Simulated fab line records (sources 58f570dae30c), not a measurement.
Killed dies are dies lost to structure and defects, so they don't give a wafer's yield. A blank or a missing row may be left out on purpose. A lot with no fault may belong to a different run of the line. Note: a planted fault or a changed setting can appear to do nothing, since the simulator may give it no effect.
Lot-split experiment :: flow berkeleyCmos170 :: route with 331 steps; 5 lots, 23 wafers read

SPLIT DETAILS
At UCB170_V2_PEB_10, the setting pebTempC was moved away from the recipe's 130 C on 7 of the 23 wafers read, by +1.2% to +1.7%. This setting was run at the recipe's value on the other wafers.

FROM THE SPLIT TO THE READING: what the file shows between them, 4 steps
- UCB170_V2_DEVELOP_11: develop time 45 s
- UCB170_V2_CD_MEAS_12: target cd 700 nm
- UCB170_V2_ETCH_14: etches SiO2 in CHF3/CF4/Ar, stops on Al, target depth 1250 nm, time 291 s
- UCB170_V2_STRIP_15: strips in O2 (also split here: o2FlowSccm)

THE READING
cdNm, in nm, at UCB170_V2_CD_MEAS_90 (target cd 700 nm). On this fab line, fault-free wafers typically give 700.0 nm with a standard deviation of 1.6 nm.

wafer: L074.1
tool, chamber at the split: lithoTrack-01, 0
pebTempC as run, C: 132.2
against the recipe: +1.7%
cdNm, nm: 713.3
against lot-mates on the recipe: +13.1

wafer: L074.2
tool, chamber at the split: lithoTrack-01, 0
pebTempC as run, C: 130
against the recipe: recipe
cdNm, nm: 700.9
against lot-mates on the recipe: -

wafer: L074.3
tool, chamber at the split: lithoTrack-01, 0
pebTempC as run, C: 130
against the recipe: recipe
cdNm, nm: 699.4
against lot-mates on the recipe: -

wafer: L074.4
tool, chamber at the split: lithoTrack-01, 0
pebTempC as run, C: 132.2
against the recipe: +1.7%
cdNm, nm: 714.3
against lot-mates on the recipe: +14.1

wafer: L074.5
tool, chamber at the split: lithoTrack-01, 0
pebTempC as run, C: 132.2
against the recipe: +1.7%
cdNm, nm: 713.4
against lot-mates on the recipe: +13.2

wafer: L076.2
tool, chamber at the split: lithoTrack-02, 0
pebTempC as run, C: 130
against the recipe: recipe
cdNm, nm: 700.6
against lot-mates on the recipe: -

wafer: L076.3
tool, chamber at the split: lithoTrack-02, 0
pebTempC as run, C: 130
against the recipe: recipe
cdNm, nm: 700.2
against lot-mates on the recipe: -

wafer: L076.4
tool, chamber at the split: lithoTrack-02, 0
pebTempC as run, C: 130
against the recipe: recipe
cdNm, nm: 699.4
against lot-mates on the recipe: -

wafer: L076.5
tool, chamber at the split: lithoTrack-02, 0
pebTempC as run, C: 130
against the recipe: recipe
cdNm, nm: 700.2
against lot-mates on the recipe: -

wafer: L076.6
tool, chamber at the split: lithoTrack-02, 0
pebTempC as run, C: 130
against the recipe: recipe
cdNm, nm: 701.0
against lot-mates on the recipe: -

wafer: L080.1
tool, chamber at the split: lithoTrack-02, 0
pebTempC as run, C: 130
against the recipe: recipe
cdNm, nm: 702.1
against lot-mates on the recipe: -

wafer: L080.2
tool, chamber at the split: lithoTrack-02, 0
pebTempC as run, C: 131.6
against the recipe: +1.2%
cdNm, nm: 712.5
against lot-mates on the recipe: +14.0

wafer: L080.3
tool, chamber at the split: lithoTrack-02, 0
pebTempC as run, C: 130
against the recipe: recipe
cdNm, nm: 696.4
against lot-mates on the recipe: -

wafer: L080.4
tool, chamber at the split: lithoTrack-02, 0
pebTempC as run, C: 131.6
against the recipe: +1.2%
cdNm, nm: 709.4
against lot-mates on the recipe: +10.9

wafer: L080.5
tool, chamber at the split: lithoTrack-02, 0
pebTempC as run, C: 130
against the recipe: recipe
cdNm, nm: 697.1
against lot-mates on the recipe: -

wafer: L077.1
tool, chamber at the split: lithoTrack-02, 0
pebTempC as run, C: 130
against the recipe: recipe
cdNm, nm: 701.8
against lot-mates on the recipe: -

wafer: L077.2
tool, chamber at the split: lithoTrack-02, 0
pebTempC as run, C: 132.1
against the recipe: +1.6%
cdNm, nm: 714.4
against lot-mates on the recipe: +13.4

wafer: L077.4
tool, chamber at the split: lithoTrack-02, 0
pebTempC as run, C: 130
against the recipe: recipe
cdNm, nm: 701.6
against lot-mates on the recipe: -

wafer: L077.5
tool, chamber at the split: lithoTrack-02, 0
pebTempC as run, C: 130
against the recipe: recipe
cdNm, nm: 699.6
against lot-mates on the recipe: -

wafer: L077.6
tool, chamber at the split: lithoTrack-02, 0
pebTempC as run, C: 132.1
against the recipe: +1.6%
cdNm, nm: 714.1
against lot-mates on the recipe: +13.1

wafer: L083.2
tool, chamber at the split: lithoTrack-04, 0
pebTempC as run, C: 130
against the recipe: recipe
cdNm, nm: 700.6
against lot-mates on the recipe: -

wafer: L083.4
tool, chamber at the split: lithoTrack-04, 0
pebTempC as run, C: 130
against the recipe: recipe
cdNm, nm: 700.6
against lot-mates on the recipe: -

wafer: L083.5
tool, chamber at the split: lithoTrack-04, 0
pebTempC as run, C: 130
against the recipe: recipe
cdNm, nm: 699.9
against lot-mates on the recipe: -

FIT RESULTS
A straight line over all 23 wafers: cdNm changes by +8.39 nm for each +1% of pebTempC; r = +0.97; the points scatter about the line by 1.4 nm.
The same after taking each lot's own level away (the mean of its wafers on the recipe; 23 wafers): +8.39 nm for each +1%; r = +0.98; scatter 1.4 nm.
According to that fit, moving pebTempC by its largest amount changes the reading by 14 nm.
From 698.53 to 701.00 nm: that is the span of the lots' own levels, equal to 1.5 times the standard deviation above.
Hence the lot-to-lot level has little effect on the slope; both slopes agree.
Check: for one of the wafers moved furthest among these (+1.7%), held out of the fit, the line's prediction against its lot-mates is +14.5 nm. Against them it came out at +13.1 nm.

FURTHER SPLITS ON THESE WAFERS
These wafers also went through other splits before the reading. Each is held against what the fit with the lots' levels taken away leaves over:
other split on the same wafers: UCB170_NLDD_IMPLANT_09 energyKev
wafers away from the commonest value: 4
r with cdNm (lot level and that fit taken away): +0.04

other split on the same wafers: UCB170_NSD_COAT_01 resistThkNm
wafers away from the commonest value: 7
r with cdNm (lot level and that fit taken away): +0.05

other split on the same wafers: UCB170_SILICIDE_SPUTTER_01 timeS
wafers away from the commonest value: 6
r with cdNm (lot level and that fit taken away): -0.27

other split on the same wafers: UCB170_M1_PEB_07 pebTempC
wafers away from the commonest value: 8
r with cdNm (lot level and that fit taken away): -0.09

other split on the same wafers: UCB170_V2_STRIP_15 o2FlowSccm
wafers away from the commonest value: 5
r with cdNm (lot level and that fit taken away): +0.08

THE WHOLE CHAIN: every reading that the file lists as answering this split, in the file's order
step: UCB170_V2_CD_MEAS_12
what it does: target cd 700 nm
reading: cdNm
change (the file's fit): +8.38 nm for each +1% of the setting
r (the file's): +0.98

step: UCB170_V2_ETCH_14
what it does: etches SiO2 in CHF3/CF4/Ar, stops on Al, target depth 1250 nm, time 291 s
reading: V2.cdNm (the simulator's own value, which no gauge read)
change (the file's fit): +8.57 nm for each +1% of the setting
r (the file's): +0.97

step: UCB170_V2_CD_MEAS_90
what it does: target cd 700 nm
reading: cdNm
change (the file's fit): +8.53 nm for each +1% of the setting
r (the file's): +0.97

FILE'S OWN FIT
cdNm changes by +8.53 nm for each +1% of pebTempC, r = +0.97.
